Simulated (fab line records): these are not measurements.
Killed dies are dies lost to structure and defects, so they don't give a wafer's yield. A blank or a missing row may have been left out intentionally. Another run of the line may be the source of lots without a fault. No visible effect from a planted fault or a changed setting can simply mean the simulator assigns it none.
fab line records	flow ritCmos
record lots=13	wafers=39	lastDay=8
route steps=202 shown PWELL@42
lots that met no fault: from a run of the same line without faults
startH: hours from the record's first day to the start of the lot's first wafer shown	waitH: time in hours since the lot's previous step	" unchanged from the row above	L1.1+2: one row covering several wafers at once	- no value, or no start was given	* or withheld: withheld	< > ~ a bound
route shown NAME@n: a module of which the file shows steps, and the number in the route of the first	usual: average and standard deviation across the fault-free wafers	same: alike in all rows	chamber/n: place in a boat	sites: readings site by site	_std_site: standard deviation of those values	_edge_site: mean of outer sites minus mean of inner sites	radiusMm: for every site, how far away it sits from the centre of the wafer	mask NAME#n: copy n	behind: the most recent tool/chamber to have shaped the wafer	hold: why the lot went on hold/how many hours it stayed there/how the hold came to an end	device: names the non-switching transistor (n, p or np)	end of line: the tests these same wafers got at the end of their route	a step with no rows: only its recipe	killed: the dies lost at the first sort to structure and to defects; this is not the yield of the wafer	map: per-die view of a wafer (x killed, . not killed, _ where there is no die)
set.NAME: the setting the step ran with; set.NAME@STEP: the setting that earlier step ran with	model.NAME: the simulator's own value behind a step, which no gauge read
the route's steps for a sample of lots (tables are steps, rows are wafers)
services: from which hour (startH, from the record's first day; less than 0 if before it) a tool's chamber was out of use, for how many hours, and why
## steps
# step RIT_PWELL_EXPOSE_03
# recipe maskId=M3	na=0.57	targetCdNm=43700	doseMj=250
lot.wafer	tool	chamber	startH	waitH	mask
L364.2+3+5	ilineStepper-01	0	23.14	0.3	M3#0
L365.1+2+4	ilineStepper-02	0	28.33	0.2	M3#0
L366.1+2+6	ilineStepper-02	0	33.84	0.1	M3#0
L368.2+3+5	ilineStepper-02	0	42.67	0.3	M3#0
L370.1+4+6	ilineStepper-02	0	52.51	0.1	M3#0
L372.1+2+5	ilineStepper-01	0	65.11	0.2	M3#0
L375.2+4+5	ilineStepper-02	0	76.69	0.2	M3_R1#0
L379.1+5+6	ilineStepper-01	0	98.21	0.2	M3#0
L380.1+2+4	ilineStepper-02	0	104.37	0.2	M3#0
L384.1+5+6	ilineStepper-02	0	124.48	0.2	M3#0
L385.3+4+5	ilineStepper-01	0	128.99	0.2	M3#0
L386.1+3+5	ilineStepper-01	0	136.90	0.1	M3#0
L387.1+2+3	ilineStepper-01	0	140.85	0.1	M3#0
## services
tool	chamber	startH	hours	kind
ilineStepper-01	-	15.41	5.8	repair
ilineStepper-01	-	23.60	11.7	repair
ilineStepper-02	-	29.49	2.2	repair
ilineStepper-01	-	39.28	4.4	pm
ilineStepper-02	-	119.07	1.7	pm
## key
firstSign step=RIT_PWELL_EXPOSE_03	reading=mask	direction=changed
effect none on later readings
metAt RIT_PWELL_EXPOSE_03
struckLots L375
testerLeftOut L375
onsetBetween 52.51 76.69
fault kind=wrongMask	tool=any	chamber=-	onsetH=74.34	steps=RIT_PWELL_EXPOSE_03	auxCopy=M3_R1#0	cdOffsetNm=-350	scope=struckLotsOnly
# testerLeftOut: of these lots the tester's yield and bins aren't shown, on N5 and GAA mostly nor the transistor test; their killed dies are dies lost to structure and defects alone, not to doping, threshold or leakage, so they don't give the yield
